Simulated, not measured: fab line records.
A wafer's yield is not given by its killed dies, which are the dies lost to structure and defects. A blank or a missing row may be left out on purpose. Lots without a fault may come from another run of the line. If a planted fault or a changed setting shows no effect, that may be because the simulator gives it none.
Struck lot and sound lot, side by side | flow berkeley cmos170 | 16 steps out of a route of 331
Sound: the wafers L888.1, L888.2, L888.4. Wafers L897.1, L897.2, L897.4 were the ones struck. Last of all comes the cause.
At each step with rows: each side's tool, then ch and its chambers, then its first start. Under that, the readings that differ: sound wafers | struck wafers | difference of the means | sigmas: that difference in standard deviations of wafers without a fault.
alike: a reading whose means differ by less than 2 such deviations, as well as words and numbers matching on both sides. not compared: withheld readings; readings where some wafer has no value; bounds like >300 that might hide an equal value; numbers whose values overlap and for which the record gives no deviation.
A row with sigmas, a row that says differs or no value, or rows on one side alone: a step with any of these is where the two part. Numbers that don't overlap but have no deviation are shown without sigmas and don't part them. Lack of a reading on every wafer of one side parts them only where that side has two or more wafers.

UCB170_NVT_OVL_MEAS_06:
  struck on overlay-02, day 8 04:23; sound on overlay-01, day 6 05:28
  alike: NVT_OVL
next, for these wafers, 1 step has no rows: UCB170_NVT_IMPLANT_07.
UCB170_NVT_STRIP_08: strips in O2.
  sound on plasma asher-04 ch 0,1, day 6 05:38; struck on plasma asher-03 ch 0,1, day 8 04:34
  alike: drypump motor current A, oes product au, strip time to endpoint s
  not compared: rf hours counter h
UCB170_NVT_TW_MEAS_09:
  struck on film metro-02, day 8 04:40; sound on film metro-03, day 6 05:44
  alike: NVT_TW
then, 7 steps without rows for these wafers: UCB170_NVT_CLEAN_10 (cleans in SPM, time 600 s); UCB170_PVT_HMDS_00 (prime time 60 s); UCB170_PVT_COAT_01 (resist thk 900 nm); UCB170_PVT_SOFTBAKE_02 (time 60 s); UCB170_PVT_EXPOSE_03 (exposes mask NWELL, target cd 3000 nm); UCB170_PVT_PEB_04; UCB170_PVT_DEVELOP_05 (develop time 45 s).
UCB170_PVT_OVL_MEAS_06:
  struck on overlay-02, day 8 05:50; sound on overlay-01, day 6 07:26
  alike: PVT_OVL
UCB170_PVT_IMPLANT_07:
  sound on implanter-03 ch 0, day 6 07:28; struck on implanter-04 ch 0, day 8 05:52
  reading            | sound                            | struck                           | difference  | sigmas
  dose ions cm2      | 1.9986e+12 1.9999e+12 2.0018e+12 | 1.9998e+13 1.9998e+13 1.9999e+13 | +1.7998e+13 | +99 or more
  faraday current uA | 6.58 6.22 6.37                   | 64.21 64.34 64.96                | +58.11      | +99 or more
UCB170_PVT_STRIP_08: strips in O2.
  sound on plasma asher-03 ch 0,1, day 6 07:37; struck on plasma asher-04 ch 0,1, day 8 06:05
  alike: drypump motor current A, oes product au, strip time to endpoint s
  not compared: rf hours counter h
UCB170_PVT_TW_MEAS_09:
  struck on film metro-03, day 8 06:25; sound on film metro-02, day 6 07:43
  reading | sound       | struck         | difference | sigmas
  PVT_TW  | 513 512 514 | 1044 1047 1053 | +535       | +99 or more
  not compared: hold
next, for these wafers, 1 step has no rows: UCB170_M3_PROBE_99.

WHERE THEY PART
First at UCB170_PVT_IMPLANT_07; last, within this record, at UCB170_PVT_TW_MEAS_09.

WHY: what the simulator had put in
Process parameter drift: implanter-04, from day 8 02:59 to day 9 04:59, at UCB170_PVT_IMPLANT_07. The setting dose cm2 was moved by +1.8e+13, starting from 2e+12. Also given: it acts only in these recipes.
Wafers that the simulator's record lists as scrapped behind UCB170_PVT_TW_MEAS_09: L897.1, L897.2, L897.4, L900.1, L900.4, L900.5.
